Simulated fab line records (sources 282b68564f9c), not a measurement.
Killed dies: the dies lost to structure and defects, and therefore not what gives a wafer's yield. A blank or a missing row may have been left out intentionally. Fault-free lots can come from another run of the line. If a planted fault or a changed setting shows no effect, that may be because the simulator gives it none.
Which of the tools did it? -- flow rit cmos -- 42 wafers from 14 lots sampled at 2 of the route's 202 steps

## WHAT EACH GAUGE READ, for each wafer
RIT_GATE_THK_MEAS_07. Usual: for GATE_OXIDE_THK the level is 3.04 nm and the standard deviation is 0.062.
lot,measured,on,GATE_OXIDE_THK (nm),flag
L471,day 2 09:57,film metro-03,3.04 3.02 3.07,
L472,day 2 15:54,film metro-03,3.09 3.17 3.09,
L473,day 2 19:49,film metro-02,2.96 2.96 3.04,
L474,day 3 01:11,film metro-02,2.49 2.54 2.43,OFF
L475,day 3 05:37,film metro-02,3.11 3.26 3.21,
L476,day 3 10:38,film metro-03,2.52 2.60 2.55,OFF
L482,day 4 16:17,film metro-02,2.95 2.98 2.97,
L484,day 5 02:38,film metro-02,3.00 3.00 3.09,
L485,day 5 07:36,film metro-02,2.97 3.03 2.99,
L489,day 6 03:59,film metro-03,3.04 3.08 3.08,
L490,day 6 08:44,film metro-01,2.99 3.05 3.02,
L492,day 6 18:47,film metro-03,3.02 2.94 3.00,
L493,day 6 23:58,film metro-02,3.07 3.05 3.01,
L494,day 7 05:47,film metro-02,3.05 3.05 3.07,

## EACH LOT AND THE TOOL THAT RAN IT (in order: tool; ch and the chambers of the sampled wafers; start)
lot,RIT_GATE_OXIDATION_05
L471,"furnace-03 ch 0, day 2 08:37"
L472,"furnace-04 ch 0, day 2 14:34"
L473,"furnace-04 ch 0, day 2 18:29"
L474,"furnace-04 ch 0, day 2 22:43"
L475,"furnace-03 ch 0, day 3 04:17"
L476,"furnace-04 ch 0, day 3 08:41"
L482,"furnace-02 ch 0, day 4 14:56"
L484,"furnace-02 ch 0, day 5 01:17"
L485,"furnace-02 ch 0, day 5 06:16"
L489,"furnace-03 ch 0, day 6 02:38"
L490,"furnace-03 ch 0, day 6 07:25"
L492,"furnace-02 ch 0, day 6 17:16"
L493,"furnace-03 ch 0, day 6 22:38"
L494,"furnace-04 ch 0, day 7 03:53"
- RIT_GATE_OXIDATION_05: target thk 3 nm, ox time 270 s.

## AS READ BY THE TOOLS THEMSELVES (means over the sampled wafers that have a number; for cases with no such wafer, the mark the record gives instead)
RIT_GATE_OXIDATION_05. Usual: spike tc centre C 902.4 C, standard deviation 1; spike tc load C 925.3 C, standard deviation 1.3; spike tc source C 923.3 C, standard deviation 1.1; tube center temp C 900 C, standard deviation 0.089; tube_center_temp_C_max 902.4, standard deviation 0.41.
lot,tool,spike tc centre C (C),spike tc load C (C),spike tc source C (C),tube center temp C (C),tube_center_temp_C_max,flag
L471,furnace-03,902.0,925.6,922.9,900,902.4,
L472,furnace-04,901.9,924.1,923.9,900,902.0,
L473,furnace-04,902.5,923.3,924.0,900,902.5,
L474,furnace-04,888.5,910.1,910.0,886,888.4,OFF
L475,furnace-03,902.2,924.8,923.9,900,902.2,
L476,furnace-04,887.9,910.0,910.5,886,888.7,OFF
L482,furnace-02,902.7,926.4,921.8,900,902.3,
L484,furnace-02,902.7,926.7,922.6,900,902.2,
L485,furnace-02,901.4,925.7,922.7,900,902.0,
L489,furnace-03,903.4,923.7,923.7,900,902.6,
L490,furnace-03,902.9,926.0,924.1,900,902.1,
L492,furnace-02,902.3,926.8,922.6,900,902.5,
L493,furnace-03,902.3,925.1,923.4,900,902.0,
L494,furnace-04,901.7,923.1,923.6,900,902.6,

## THE ANSWER, worked out from the rows above alone
Rule: a lot counts as off when the mean over its wafers that have a number is more than 3 standard deviations away from the usual mean. A lot without any number at a reading at which 4 lots or more have one is off too. All remaining lots with rows at the step are treated as sound. After the gauges, taken in route order, come the tools' own readings; for these a lot's mean is taken, as printed above. The first step at which some lot is off is used, and at that step the reading that is off furthest; a lot without a number counts as furthest.
Off: at RIT_GATE_THK_MEAS_07 (GATE_OXIDE_THK), L474, L476.
A tool fits if, at a process step before that reading, it ran every lot that is off, and no sound lot after the first of them. Not tried: the gauges at RIT_GATE_THK_MEAS_07; whatever is off there is also off at RIT_GATE_OXIDATION_05, on other tools, and gauge error can't account for it. Of those tried, none fits.

## WHAT HAD BEEN PUT IN BY THE SIMULATOR
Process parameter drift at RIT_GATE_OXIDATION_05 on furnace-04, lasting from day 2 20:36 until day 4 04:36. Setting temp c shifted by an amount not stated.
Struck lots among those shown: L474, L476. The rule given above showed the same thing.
